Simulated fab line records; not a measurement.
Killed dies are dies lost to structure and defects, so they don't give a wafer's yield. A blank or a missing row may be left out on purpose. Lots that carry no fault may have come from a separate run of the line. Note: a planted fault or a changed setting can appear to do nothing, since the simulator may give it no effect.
Code-filled problem report in 8D (eight disciplines) form / flow rit-cmos / the parts of the form that need people (team, actions taken, sign-off) are left out

## 1. PROBLEM STATEMENT
PLDD_TW at RIT_PLDD_TW_MEAS_10 reads a mean of 30 on 3 wafers of 1 lot; wafers without a fault read 2332 with a standard deviation of 16. That is -99 or more standard deviations from the usual mean.
First seen on wafer L172.3, day 4 13:25, on film-metro-01. The record holds 39 wafers of 13 lots with a number at this step. Rule for "out" (also "out of limits"): further than 4 standard deviations from the usual mean. All remaining wafers that have a number are taken as sound.

## 2. WHAT IT IS AND WHAT IT IS NOT
question=which readings at this step | is=PLDD_TW | is not=-
question=which lots | is=L172 | is not=L165, L166, L167, L168, L169, L171, L180, L183, L184, L185, L187, L188
question=which wafers of those lots | is=all that have a number | is not=-
question=read on which gauges | is=film-metro-01 | is not=film-metro-03, film-metro-04
question=when | is=from day 4 13:25 | is not=up to then (18 sound wafers); but 18 sound wafers of L180, L183, L184, L185, L187, L188 came after

## 3. SUSPECTS, AND WHAT RULES EACH OUT
Counting: a tool stays on the suspect list if, at a process step up to the reading, it processed all lots that are out and no sound lot following the first of them.
- the gauge at RIT_PLDD_TW_MEAS_10 is ruled out. All the wafers that are out were read on film-metro-01, but those of them that RIT_NLDD_STRIP_09 has rows for are out there too, on other tools.
- plasma-asher-03 at RIT_NRETRO_STRIP_09 (strips in O2, time 180 s): ruled out as a lasting fault. After its first lot that is out, L172 (day 3 18:41), sound lots L180, L183, L184, L187, L188 ran on it.
- plasma-asher-01 at RIT_NLDD_STRIP_09 (strips in O2, time 180 s): ruled out as a lasting fault. After its first lot that is out, L172 (day 4 11:41), sound lots L183, L184 ran on it.
Left after counting: nothing in the record.

## 4. THE CAUSE (what the simulator had put in)
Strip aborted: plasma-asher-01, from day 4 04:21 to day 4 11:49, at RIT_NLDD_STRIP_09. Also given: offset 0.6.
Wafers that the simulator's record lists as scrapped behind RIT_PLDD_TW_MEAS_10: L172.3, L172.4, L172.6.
Counting ruled it out, wrongly: the rule takes a fault to strike every lot that its tool runs from its start on, and this one did not.

## 5. SEQUENCE OF EFFECTS, ordered by route
Rows list readings where the struck wafers' mean (over those with a number) sits beyond 3 standard deviations from the usual. Scope: only readings with a usual standard deviation given in the record; hours: median across lots of the time from each lot's start at the first step in this table that gives one to its start at this step; sigmas: change in usual standard deviations.
hours=0; step=RIT_NLDD_STRIP_09; reading=run-length-s; usual=208.2 s; on struck wafers=72.3; change=-135.9; sigmas=-99 or more
hours=2; step=RIT_PLDD_TW_MEAS_10; reading=PLDD_TW; usual=2332; on struck wafers=30; change=-2302; sigmas=-99 or more
Here are the process steps it includes:
- RIT_NLDD_STRIP_09: strips in O2, time 180 s.

## 6. WHAT WOULD HAVE CAUGHT IT SOONER
In this record the first reading out of limits at a measuring or inspecting step was taken at day 4 13:25, 9 hours after the fault began at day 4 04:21.
Tool's own readings at RIT_NLDD_STRIP_09, run-length-s: out on all struck wafers the step has rows for; an alarm limit on them would have tripped on the first.
